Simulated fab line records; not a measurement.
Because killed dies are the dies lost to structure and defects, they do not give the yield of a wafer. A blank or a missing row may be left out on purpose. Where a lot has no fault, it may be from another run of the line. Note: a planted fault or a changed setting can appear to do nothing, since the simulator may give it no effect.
fab line records	flow berkeley_cmos170
[record] lots = 5	wafers = 23
route steps=331 shown SPACER@171 PSD@183 NSD@188 BACKSIDE@201 SDANNEAL@204 SILICIDE@211 CONTACT@217 M2@272
start_h: hours from the record's first day to the start of the lot's first wafer shown	wait_h: time in hours since the lot's previous step	" the same as in the row above	L1.1+2: a single row standing in for several wafers	- no value, or no start was given	* or withheld: withheld	< > ~ a bound
route shown NAME@n: a module of which the file shows steps, and the number in the route of the first	usual: average and standard deviation across the fault-free wafers	same: alike in all rows	chamber/n: place in a boat	sites: per-site readings	_std_site: the values' standard deviation	_edge_site: outer sites' mean less inner sites'	radius_mm: how far each site lies from the wafer's centre	mask NAME#n: copy n	behind: tool/chamber where the wafer was last shaped	hold: cause of the lot's hold/its duration in hours/its outcome	device: names the non-switching transistor (n, p or np)	end of line: the tests these same wafers got at the end of their route	for a step that has no rows: nothing shown but its recipe	killed: dies that structure and defects cost at the first sort, which is not the same as the wafer's yield	map: per-die view of a wafer (x killed, . not killed, _ where there is no die)
set.NAME: the setting that was run; set.NAME@STEP: the one run at that earlier step	model.NAME: the simulator's own value behind a step, which no gauge read
lots run with intentionally changed settings; tables by step, rows by wafer
[[steps]]
[step UCB170_SPACER_CVD_00]
[recipe] material = SiO2	target_thk_nm = 376	temp_c = 390	precursor = TEOS/O2	time_s = 47	rf_w = 550	pressure_mtorr = 9000
lot.wafer	tool	chamber	start_h	wait_h	set.time_s	model.SiO2_of_SPACER_CVD_00.thk_nm
L074.1	pecvd-03	2	139.92	0.0	43.24	344.8
L074.2	"	1	"	"	43.24	340.6
L074.4	"	0	"	"	47	382.3
L074.5	"	1	"	"	47	377.2
L074.6	"	2	"	"	47	377.8
L075.1	pecvd-01	1	140.51	0.0	47	377.8
L075.3	"	0	"	"	47	376.6
L075.4	"	2	"	"	47	380.3
L075.5	"	1	"	"	47	380.7
L075.6	"	0	"	"	47	380.2
L079.1	pecvd-02	1	156.42	0.0	47	375.9
L079.2	"	0	"	"	47	372.4
L079.3	"	2	"	"	53.39	423.7
L079.4	"	1	"	"	53.39	433
L079.5	"	0	"	"	47	382.8
L078.1	pecvd-03	0	157.07	0.0	47	374
L078.4	"	1	"	"	47	377.3
L078.5	"	2	"	"	47	381.5
L082.1	pecvd-01	1	170.01	0.0	47	374
L082.2	"	2	"	"	50.21	401.5
L082.4	"	1	"	"	50.21	407.8
L082.5	"	2	"	"	47	378.5
L082.6	"	0	"	"	47	383.6
[step UCB170_SPACER_THK_MEAS_01]
[recipe] reads = SiO2_of_SPACER_CVD_00
[usual] SPACER_TEOS_THK = 377/4.3
lot.wafer	tool	chamber	start_h	wait_h	set.time_s@SPACER_CVD_00	SPACER_TEOS_THK[nm]
L074.1	film_metro-01	-	139.96	0.0	43.24	345
L074.2	"	-	"	"	43.24	341
L074.4	"	-	"	"	47	382
L074.5	"	-	"	"	47	377
L074.6	"	-	"	"	47	378
L075.1	film_metro-03	-	140.55	0.0	47	378
L075.3	"	-	"	"	47	377
L075.4	"	-	"	"	47	380
L075.5	"	-	"	"	47	381
L075.6	"	-	"	"	47	380
L079.1	film_metro-04	-	156.46	0.0	47	376
L079.2	"	-	"	"	47	372
L079.3	"	-	"	"	53.39	423
L079.4	"	-	"	"	53.39	433
L079.5	"	-	"	"	47	382
L078.1	film_metro-04	-	157.11	0.0	47	374
L078.4	"	-	"	"	47	377
L078.5	"	-	"	"	47	382
L082.1	film_metro-01	-	170.05	0.0	47	374
L082.2	"	-	"	"	50.21	401
L082.4	"	-	"	"	50.21	408
L082.5	"	-	"	"	47	378
L082.6	"	-	"	"	47	384
[step UCB170_SPACER_ANNEAL_02]
[recipe] temp_c = 900	time_s = 1800	ambient = N2
[step UCB170_SPACER_ETCHBACK_03]
[recipe] stop_on = Si	target = SiO2	chemistry = CHF3/CF4/Ar	CHF3_flow_sccm = 50	cf4_flow_sccm = 10	Ar_flow_sccm = 120	pressure_mtorr = 200	rf_w = 500	target_depth_a = 3760	time_s = 100
[usual] oes_product_au = 0.898/0.015
lot.wafer	tool	chamber	start_h	wait_h	set.time_s@SPACER_CVD_00	oes_product_au	model.etch.depth_nm
L074.1	rie_diel-04	2	144.33	0.0	43.24	0.840	344.8
L074.2	"	0	"	"	43.24	0.841	-
L074.4	"	3	"	"	47	0.891	-
L074.5	"	1	"	"	47	0.891	-
L074.6	"	0	"	"	47	0.902	377.8
L075.1	rie_diel-02	2	144.33	0.0	47	0.877	377.8
L075.3	"	3	"	"	47	0.904	376.6
L075.4	"	0	"	"	47	0.904	380.3
L075.5	"	3	"	"	47	0.897	380.7
L075.6	"	2	"	"	47	0.879	380.2
L078.1	rie_diel-01	2	160.54	0.0	47	0.906	374
L078.4	"	3	"	"	47	0.924	377.3
L078.5	"	0	"	"	47	0.901	381.5
L079.1	rie_diel-04	0	160.54	0.0	47	0.901	375.9
L079.2	"	1	"	"	47	0.881	372.4
L079.3	"	3	"	"	53.39	0.953	-
L079.4	"	2	"	"	53.39	0.981	-
L079.5	"	2	"	"	47	0.894	382.8
L082.1	rie_diel-01	0	174.92	0.0	47	0.895	374
L082.2	"	3	"	"	50.21	0.964	401.5
L082.4	"	2	"	"	50.21	0.965	407.8
L082.5	"	0	"	"	47	0.901	378.5
L082.6	"	1	"	"	47	0.917	383.6
[step UCB170_PSD_IMPLANT_08]
[recipe] species = B	dose_cm2 = 3e+15	energy_kev = 20	tilt_deg = 7
lot.wafer	tool	chamber	start_h	wait_h	set.dose_cm2
L074.1+4	implanter-04	0	145.55	0.0	3e+15
L074.2+5+6	"	0	"	"	3.06e+15
L075.1+5+6	implanter-03	0	145.91	0.0	3e+15
L075.3+4	"	0	"	"	2.919e+15
L079.1+3+4	implanter-02	0	161.95	0.0	2.867e+15
L079.2+5	"	0	"	"	3e+15
L078.1+4+5	implanter-04	0	162.22	0.0	3e+15
L082.1+4+5	implanter-03	0	176.35	0.0	2.884e+15
L082.2+6	"	0	"	"	3e+15
[step UCB170_PSD_STRIP_09]
[recipe] chemistry = O2	power_w = 400	pressure_mtorr = 3500	platen_temp_c = withheld	o2_flow_sccm = 400	overash_fraction = 0.5
[usual] strip_time_to_endpoint_s = 29.44/0.099
lot.wafer	tool	chamber	start_h	wait_h	set.dose_cm2@PSD_IMPLANT_08	strip_time_to_endpoint_s
L074.1	plasma_asher-03	1	145.70	0.1	3e+15	29.54
L074.2	"	0	"	"	3.06e+15	29.73
L074.4	"	0	"	"	3e+15	29.66
L074.5	"	0	"	"	3.06e+15	29.82
L074.6	"	1	"	"	3.06e+15	29.77
L075.1	plasma_asher-03	0	146.06	0.1	3e+15	29.58
L075.3	"	0	"	"	2.919e+15	29.21
L075.4	"	1	"	"	2.919e+15	29.18
L075.5	"	1	"	"	3e+15	29.57
L075.6	"	0	"	"	3e+15	29.53
L079.1	plasma_asher-03	0	162.10	0.1	2.867e+15	29.07
L079.2	"	1	"	"	3e+15	29.53
L079.3	"	0	"	"	2.867e+15	29.12
L079.4	"	1	"	"	2.867e+15	29.10
L079.5	"	0	"	"	3e+15	29.60
L078.1	plasma_asher-04	1	162.37	0.1	3e+15	29.47
L078.4	"	0	"	"	3e+15	29.43
L078.5	"	1	"	"	3e+15	29.40
L082.1	plasma_asher-04	1	176.50	0.1	2.884e+15	29.03
L082.2	"	0	"	"	3e+15	29.32
L082.4	"	1	"	"	2.884e+15	28.94
L082.5	"	0	"	"	2.884e+15	28.87
L082.6	"	1	"	"	3e+15	29.39
[step UCB170_NSD_COAT_01]
[recipe] resist = KrF	spin_rpm = 1500	resist_thk_nm = 900
lot.wafer	tool	chamber	start_h	wait_h	set.resist_thk_nm	model.KrF_of_NSD_COAT_01.thk_nm
L074.1	litho_track-02	0	146.65	0.1	883.3	882
L074.2	"	0	"	"	900	900.2
L074.4	"	0	"	"	883.3	883.8
L074.5	"	0	"	"	883.3	885.2
L074.6	"	0	"	"	900	902.6
L075.1	litho_track-04	0	146.89	0.1	900	905.4
L075.3	"	0	"	"	947.4	955.2
L075.4	"	0	"	"	900	908.5
L075.5	"	0	"	"	900	907
L075.6	"	0	"	"	947.4	952.9
L079.1	litho_track-02	0	163.00	0.1	856.8	858.8
L079.2	"	0	"	"	900	901.6
L079.3	"	0	"	"	900	901.9
L079.4	"	0	"	"	856.8	857.8
L079.5	"	0	"	"	856.8	860.9
L078.1	litho_track-01	0	163.49	0.1	900	901.9
L078.4	"	0	"	"	900	902.6
L078.5	"	0	"	"	900	902.5
L082.1	litho_track-04	0	177.61	0.1	951.2	955.7
L082.2	"	0	"	"	951.2	954.6
L082.4	"	0	"	"	900	902.7
L082.5	"	0	"	"	900	903.4
L082.6	"	0	"	"	900	902
[step UCB170_NSD_SOFTBAKE_02]
[recipe] resist = KrF	temp_c = 130	time_s = 60
[step UCB170_NSD_EXPOSE_03]
[recipe] mask_id = NSELECT_MOD	na = 0.5	sigma_outer = 0.6	source_shape = conventional	target_cd_nm = 1200	dose_mj = 30
[step UCB170_NSD_IMPLANT_08]
[recipe] species = P	dose_cm2 = 3e+15	energy_kev = 40	tilt_deg = 7
[step UCB170_NSD_STRIP_09]
[recipe] chemistry = O2	power_w = 400	pressure_mtorr = 3500	platen_temp_c = withheld	o2_flow_sccm = 400	overash_fraction = 0.5
[usual] strip_time_to_endpoint_s = 35.89/0.062
lot.wafer	tool	chamber	start_h	wait_h	set.resist_thk_nm@NSD_COAT_01	strip_time_to_endpoint_s
L074.1	plasma_asher-01	0	148.08	0.1	883.3	35.35
L074.2	"	1	"	"	900	35.79
L074.4	"	1	"	"	883.3	35.42
L074.5	"	1	"	"	883.3	35.39
L074.6	"	0	"	"	900	35.81
L075.1	plasma_asher-02	0	148.24	0.1	900	35.90
L075.3	"	0	"	"	947.4	37.08
L075.4	"	1	"	"	900	35.97
L075.5	"	1	"	"	900	35.90
L075.6	"	0	"	"	947.4	37.04
L079.1	plasma_asher-01	1	164.81	0.1	856.8	34.90
L079.2	"	0	"	"	900	35.92
L079.3	"	1	"	"	900	35.94
L079.4	"	0	"	"	856.8	34.87
L079.5	"	1	"	"	856.8	34.91
L078.1	plasma_asher-02	0	165.10	0.1	900	35.85
L078.4	"	1	"	"	900	35.85
L078.5	"	0	"	"	900	35.93
L082.1	plasma_asher-01	0	179.46	0.1	951.2	37.22
L082.2	"	1	"	"	951.2	37.17
L082.4	"	0	"	"	900	35.93
L082.5	"	1	"	"	900	35.93
L082.6	"	0	"	"	900	35.92
[step UCB170_BACKSIDE_SOFTBAKE_02]
[recipe] resist = KrF	temp_c = 130	time_s = 60
lot.wafer	tool	chamber	start_h	wait_h	set.time_s
L074.1+5+6	litho_track-02	0	149.04	0.1	60
L074.2+4	"	0	"	"	65.68
L075.1+3+4	litho_track-04	0	149.10	0.1	57.58
L075.5+6	"	0	"	"	60
L079.1+2+4	litho_track-02	0	165.95	0.1	60
L079.3+5	"	0	"	"	65.61
L078.1+4+5	litho_track-04	0	166.35	0.1	60
L082.1+2+4+5+6	litho_track-03	0	180.75	0.1	60
[step UCB170_BACKSIDE_STRIP_03]
[recipe] chemistry = O2	power_w = 400	pressure_mtorr = 3500	platen_temp_c = withheld	o2_flow_sccm = 400	overash_fraction = 0.5
[step UCB170_BACKSIDE_CLEAN_04]
[recipe] chemistry = SPM	temp_c = 120	time_s = 600
[step UCB170_SDANNEAL_RTA_00]
[recipe] temp_c = 900	time_s = 10	ambient = N2
[step UCB170_SDANNEAL_RTA_01]
[recipe] temp_c = 1050	time_s = 5	ambient = N2
[step UCB170_SDANNEAL_RS_MEAS_02]
[recipe] thk_meas_gauge = four-point-probe
[usual] PSD_RS = 75.5/0.37
lot.wafer	tool	chamber	start_h	wait_h	set.dose_cm2@PSD_IMPLANT_08	PSD_RS[ohm/sq]
L074.1	film_metro-02	-	149.61	0.0	3e+15	75.4
L074.2	"	-	"	"	3.06e+15	74.4
L074.4	"	-	"	"	3e+15	75.4
L074.5	"	-	"	"	3.06e+15	74.1
L074.6	"	-	"	"	3.06e+15	74.4
L075.1	film_metro-03	-	149.65	0.0	3e+15	74.9
L075.3	"	-	"	"	2.919e+15	76.4
L075.4	"	-	"	"	2.919e+15	76.8
L075.5	"	-	"	"	3e+15	75.0
L075.6	"	-	"	"	3e+15	74.9
L079.1	film_metro-04	-	166.52	0.0	2.867e+15	77.7
L079.2	"	-	"	"	3e+15	75.3
L079.3	"	-	"	"	2.867e+15	78.0
L079.4	"	-	"	"	2.867e+15	77.9
L079.5	"	-	"	"	3e+15	75.8
L078.1	film_metro-02	-	166.90	0.0	3e+15	75.1
L078.4	"	-	"	"	3e+15	75.4
L078.5	"	-	"	"	3e+15	75.3
L082.1	film_metro-02	-	181.31	0.0	2.884e+15	78.5
L082.2	"	-	"	"	3e+15	76.1
L082.4	"	-	"	"	2.884e+15	78.0
L082.5	"	-	"	"	2.884e+15	78.3
L082.6	"	-	"	"	3e+15	75.8
[step UCB170_SILICIDE_SPUTTER_01]
[recipe] material = Ti	target_thk_nm = 30	time_s = 25	power_w = 1500	chamber_pressure_pa = 0.5
lot.wafer	tool	chamber	start_h	wait_h	set.time_s	model.Ti_of_SILICIDE_SPUTTER_01.thk_nm
L074.1	pvd_sputter-04	-	150.15	0.0	26.75	33.26
L074.2	"	-	"	"	26.75	31.9
L074.4	"	-	"	"	25	30.28
L074.5	"	-	"	"	26.75	32.08
L074.6	"	-	"	"	25	30.94
L075.1	pvd_sputter-02	-	150.19	0.0	25	29.62
L075.3	"	-	"	"	25	30.07
L075.4	"	-	"	"	22.86	27.27
L075.5	"	-	"	"	25	30.02
L075.6	"	-	"	"	22.86	27.23
L079.1	pvd_sputter-02	-	167.06	0.0	22.26	26.9
L079.2	"	-	"	"	25	30.38
L079.3	"	-	"	"	22.26	26.57
L079.4	"	-	"	"	25	29.75
L079.5	"	-	"	"	22.26	26.82
L078.1	pvd_sputter-04	-	167.45	0.0	25	30.08
L078.4	"	-	"	"	25	29.69
L078.5	"	-	"	"	25	30.73
L082.1	pvd_sputter-02	-	181.86	0.0	26.97	33.08
L082.2	"	-	"	"	26.97	32.18
L082.4	"	-	"	"	25	30.32
L082.5	"	-	"	"	25	30.09
L082.6	"	-	"	"	26.97	33.2
[step UCB170_SILICIDE_RS_MEAS_02]
[recipe] thk_meas_gauge = four-point-probe	reads = Ti_of_SILICIDE_SPUTTER_01
[usual] SILICIDE_TI_RS = 26.0/0.51
lot.wafer	tool	chamber	start_h	wait_h	set.time_s@SILICIDE_SPUTTER_01	SILICIDE_TI_RS[ohm/sq]
L074.1	film_metro-04	-	150.18	0.0	26.75	23.1
L074.2	"	-	"	"	26.75	24.3
L074.4	"	-	"	"	25	25.8
L074.5	"	-	"	"	26.75	24.1
L074.6	"	-	"	"	25	25.1
L075.1	film_metro-02	-	150.22	0.0	25	26.5
L075.3	"	-	"	"	25	26.1
L075.4	"	-	"	"	22.86	29.1
L075.5	"	-	"	"	25	26.1
L075.6	"	-	"	"	22.86	29.3
L079.1	film_metro-01	-	167.09	0.0	22.26	29.7
L079.2	"	-	"	"	25	25.7
L079.3	"	-	"	"	22.26	30.1
L079.4	"	-	"	"	25	26.4
L079.5	"	-	"	"	22.26	29.8
L078.1	film_metro-01	-	167.48	0.0	25	26.0
L078.4	"	-	"	"	25	26.4
L078.5	"	-	"	"	25	25.4
L082.1	film_metro-04	-	181.89	0.0	26.97	23.2
L082.2	"	-	"	"	26.97	24.0
L082.4	"	-	"	"	25	25.8
L082.5	"	-	"	"	25	26.0
L082.6	"	-	"	"	26.97	23.2
[step UCB170_SILICIDE_THK_MEAS_03]
[recipe] thk_meas_gauge = xrf	reads = Ti_of_SILICIDE_SPUTTER_01
[usual] SILICIDE_TI_THK = 29.6/0.48
lot.wafer	tool	chamber	start_h	wait_h	set.time_s@SILICIDE_SPUTTER_01	SILICIDE_TI_THK[nm]
L074.1	film_metro-04	-	150.30	0.1	26.75	32.5
L074.2	"	-	"	"	26.75	31.3
L074.4	"	-	"	"	25	29.7
L074.5	"	-	"	"	26.75	31.5
L074.6	"	-	"	"	25	30.3
L075.1	film_metro-02	-	150.34	0.1	25	29.1
L075.3	"	-	"	"	25	29.6
L075.4	"	-	"	"	22.86	26.7
L075.5	"	-	"	"	25	29.6
L075.6	"	-	"	"	22.86	26.8
L079.1	film_metro-01	-	167.21	0.1	22.26	26.6
L079.2	"	-	"	"	25	29.9
L079.3	"	-	"	"	22.26	26.2
L079.4	"	-	"	"	25	29.5
L079.5	"	-	"	"	22.26	26.4
L078.1	film_metro-01	-	167.60	0.1	25	29.7
L078.4	"	-	"	"	25	29.4
L078.5	"	-	"	"	25	30.2
L082.1	film_metro-04	-	182.01	0.1	26.97	32.3
L082.2	"	-	"	"	26.97	31.4
L082.4	"	-	"	"	25	29.8
L082.5	"	-	"	"	25	29.4
L082.6	"	-	"	"	26.97	32.4
[step UCB170_CONTACT_CVD_01]
[recipe] material = PSG	target_thk_nm = 700	temp_c = 450	precursor = SiH4/O2/PH3	time_s = 2820	pressure_mtorr = 300	sih4_flow_sccm = 60	o2_flow_sccm = 90	ph3_flow_sccm = 25
lot.wafer	tool	chamber	start_h	wait_h	set.time_s	model.PSG_of_CONTACT_CVD_01.thk_nm
L074.1	-	-	-	0.0	2512	622.2
L074.2	"	-	"	"	2512	626
L074.4	"	-	"	"	2512	631.9
L074.5	"	-	"	"	2512	619.9
L074.6	"	-	"	"	2512	623
L075.1	-	-	-	0.3	2565	628.4
L075.3	"	-	"	"	2565	640.3
L075.4	"	-	"	"	2565	632.5
L075.5	"	-	"	"	2565	639.3
L075.6	"	-	"	"	2565	639.2
L079.1	-	-	-	0.0	2820	687.3
L079.2	"	-	"	"	2820	689.4
L079.3	"	-	"	"	2820	683.1
L079.4	"	-	"	"	2820	689.9
L079.5	"	-	"	"	2820	681.4
L078.1	lpcvd-01	1	169.74	1.8	2820	690.6
L078.4	"	1	"	"	2820	696.8
L078.5	"	1	"	"	2820	698.3
L082.1	-	-	-	1.3	2457	611.1
L082.2	"	-	"	"	2457	606.4
L082.4	"	-	"	"	2457	606.8
L082.5	"	-	"	"	2457	609.1
L082.6	"	-	"	"	2457	607.4
[step UCB170_CONTACT_THK_MEAS_02]
[recipe] reads = PSG_of_CONTACT_CVD_01
[usual] CONTACT_PSG_THK = 699/7.2
lot.wafer	tool	chamber	start_h	wait_h	set.time_s@CONTACT_CVD_01	CONTACT_PSG_THK[nm]
L074.1	film_metro-01	-	-	-	2512	622
L074.2	"	-	"	"	2512	626
L074.4	"	-	"	"	2512	632
L074.5	"	-	"	"	2512	620
L074.6	"	-	"	"	2512	623
L075.1	film_metro-01	-	-	-	2565	629
L075.3	"	-	"	"	2565	640
L075.4	"	-	"	"	2565	632
L075.5	"	-	"	"	2565	639
L075.6	"	-	"	"	2565	639
L079.1	film_metro-03	-	-	-	2820	688
L079.2	"	-	"	"	2820	689
L079.3	"	-	"	"	2820	683
L079.4	"	-	"	"	2820	690
L079.5	"	-	"	"	2820	681
L078.1	film_metro-02	-	171.53	0.0	2820	690
L078.4	"	-	"	"	2820	697
L078.5	"	-	"	"	2820	698
L082.1	film_metro-02	-	-	-	2457	611
L082.2	"	-	"	"	2457	606
L082.4	"	-	"	"	2457	608
L082.5	"	-	"	"	2457	609
L082.6	"	-	"	"	2457	607
[step UCB170_M2_SPUTTER_01]
[recipe] material = Al	target_thk_nm = 900	time_s = 120	power_w = 6000	chamber_pressure_pa = 0.5
lot.wafer	tool	chamber	start_h	wait_h	set.power_w	model.Al_of_M2_SPUTTER_01.thk_nm
L074.1	pvd_sputter-03	-	165.95	0.0	6000	900.9
L074.2	"	-	"	"	5295	799.4
L074.4	"	-	"	"	5295	813.9
L074.5	"	-	"	"	5295	801.8
L074.6	"	-	"	"	6000	888.5
L075.1	pvd_sputter-01	-	166.14	0.0	6000	884
L075.3	"	-	"	"	6000	892
L075.4	"	-	"	"	6000	898.4
L075.5	"	-	"	"	6000	895.6
L075.6	"	-	"	"	6000	896.1
L079.1	pvd_sputter-03	-	181.43	0.0	6000	911.8
L079.2	"	-	"	"	6000	869
L079.3	"	-	"	"	6313	936.9
L079.4	"	-	"	"	6313	948.3
L079.5	"	-	"	"	6000	891
L078.1	pvd_sputter-04	-	187.10	0.0	6000	908.8
L078.4	"	-	"	"	6000	896.3
L078.5	"	-	"	"	6000	898.4
L082.1	pvd_sputter-01	-	198.71	0.0	5800	880.8
L082.2	"	-	"	"	5800	873.5
L082.4	"	-	"	"	6000	905.2
L082.5	"	-	"	"	6000	911.5
L082.6	"	-	"	"	6000	900.1
[step UCB170_M2_RS_MEAS_02]
[recipe] thk_meas_gauge = four-point-probe	reads = Al_of_M2_SPUTTER_01
[usual] M2_AL_RS = 0.0321/0.00046
lot.wafer	tool	chamber	start_h	wait_h	set.power_w@M2_SPUTTER_01	M2_AL_RS[ohm/sq]
L074.1	film_metro-01	-	166.03	0.0	6000	0.0322
L074.2	"	-	"	"	5295	0.0363
L074.4	"	-	"	"	5295	0.0356
L074.5	"	-	"	"	5295	0.0362
L074.6	"	-	"	"	6000	0.0326
L075.1	film_metro-04	-	166.22	0.0	6000	0.0327
L075.3	"	-	"	"	6000	0.0324
L075.4	"	-	"	"	6000	0.0322
L075.5	"	-	"	"	6000	0.0323
L075.6	"	-	"	"	6000	0.0323
L079.1	film_metro-01	-	181.52	0.0	6000	0.0317
L079.2	"	-	"	"	6000	0.0334
L079.3	"	-	"	"	6313	0.0309
L079.4	"	-	"	"	6313	0.0305
L079.5	"	-	"	"	6000	0.0325
L078.1	film_metro-02	-	187.18	0.0	6000	0.0319
L078.4	"	-	"	"	6000	0.0323
L078.5	"	-	"	"	6000	0.0322
L082.1	film_metro-02	-	198.79	0.0	5800	0.0329
L082.2	"	-	"	"	5800	0.0331
L082.4	"	-	"	"	6000	0.0319
L082.5	"	-	"	"	6000	0.0318
L082.6	"	-	"	"	6000	0.0321
[step UCB170_M2_THK_MEAS_03]
[recipe] thk_meas_gauge = xrf	reads = Al_of_M2_SPUTTER_01
[usual] M2_AL_THK = 902/14
lot.wafer	tool	chamber	start_h	wait_h	set.power_w@M2_SPUTTER_01	M2_AL_THK[nm]
L074.1	film_metro-01	-	166.15	0.1	6000	904
L074.2	"	-	"	"	5295	805
L074.4	"	-	"	"	5295	816
L074.5	"	-	"	"	5295	800
L074.6	"	-	"	"	6000	895
L075.1	film_metro-04	-	166.34	0.1	6000	886
L075.3	"	-	"	"	6000	892
L075.4	"	-	"	"	6000	902
L075.5	"	-	"	"	6000	893
L075.6	"	-	"	"	6000	894
L079.1	film_metro-01	-	181.64	0.1	6000	924
L079.2	"	-	"	"	6000	873
L079.3	"	-	"	"	6313	939
L079.4	"	-	"	"	6313	952
L079.5	"	-	"	"	6000	891
L078.1	film_metro-02	-	187.30	0.1	6000	906
L078.4	"	-	"	"	6000	895
L078.5	"	-	"	"	6000	897
L082.1	film_metro-02	-	198.91	0.1	5800	877
L082.2	"	-	"	"	5800	875
L082.4	"	-	"	"	6000	910
L082.5	"	-	"	"	6000	911
L082.6	"	-	"	"	6000	899
[[key]]
[split] step = UCB170_SPACER_CVD_00	setting = time_s	stated = 47	by = wafer
[response] step = UCB170_SPACER_CVD_00	reading = model.SiO2_of_SPACER_CVD_00.thk_nm	change = +3.95	per = 1%	r = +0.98
[response] step = UCB170_SPACER_THK_MEAS_01	reading = SPACER_TEOS_THK	change = +3.95	per = 1%	r = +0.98
[response] step = UCB170_SPACER_ETCHBACK_03	reading = oes_product_au	change = +0.0063	per = 1%	r = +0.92
[response] step = UCB170_SPACER_ETCHBACK_03	reading = model.etch.depth_nm	change = +3.92	per = 1%	r = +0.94
[split] step = UCB170_PSD_IMPLANT_08	setting = dose_cm2	stated = 3e+15	by = wafer
[response] step = UCB170_PSD_STRIP_09	reading = strip_time_to_endpoint_s	change = *	per = 1%	r = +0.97
[response] step = UCB170_SDANNEAL_RS_MEAS_02	reading = PSD_RS	change = -0.559	per = 1%	r = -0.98
[split] step = UCB170_NSD_COAT_01	setting = resist_thk_nm	stated = 900	by = wafer
[response] step = UCB170_NSD_COAT_01	reading = model.KrF_of_NSD_COAT_01.thk_nm	change = +9.05	per = 1%	r = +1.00
[response] step = UCB170_NSD_STRIP_09	reading = strip_time_to_endpoint_s	change = *	per = 1%	r = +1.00
[split] step = UCB170_BACKSIDE_SOFTBAKE_02	setting = time_s	stated = 60	by = wafer
response none clear
[split] step = UCB170_SILICIDE_SPUTTER_01	setting = time_s	stated = 25	by = wafer
[response] step = UCB170_SILICIDE_SPUTTER_01	reading = model.Ti_of_SILICIDE_SPUTTER_01.thk_nm	change = +0.303	per = 1%	r = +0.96
[response] step = UCB170_SILICIDE_RS_MEAS_02	reading = SILICIDE_TI_RS	change = -0.322	per = 1%	r = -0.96
[response] step = UCB170_SILICIDE_THK_MEAS_03	reading = SILICIDE_TI_THK	change = +0.297	per = 1%	r = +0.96
[split] step = UCB170_CONTACT_CVD_01	setting = time_s	stated = 2820	by = lot
[response] step = UCB170_CONTACT_CVD_01	reading = model.PSG_of_CONTACT_CVD_01.thk_nm	change = +6.16	per = 1%	r = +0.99
[response] step = UCB170_CONTACT_THK_MEAS_02	reading = CONTACT_PSG_THK	change = +6.14	per = 1%	r = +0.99
[split] step = UCB170_M2_SPUTTER_01	setting = power_w	stated = 6000	by = wafer
[response] step = UCB170_M2_SPUTTER_01	reading = model.Al_of_M2_SPUTTER_01.thk_nm	change = +8.05	per = 1%	r = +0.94
[response] step = UCB170_M2_RS_MEAS_02	reading = M2_AL_RS	change = -0.000316	per = 1%	r = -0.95
[response] step = UCB170_M2_THK_MEAS_03	reading = M2_AL_THK	change = +8.19	per = 1%	r = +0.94
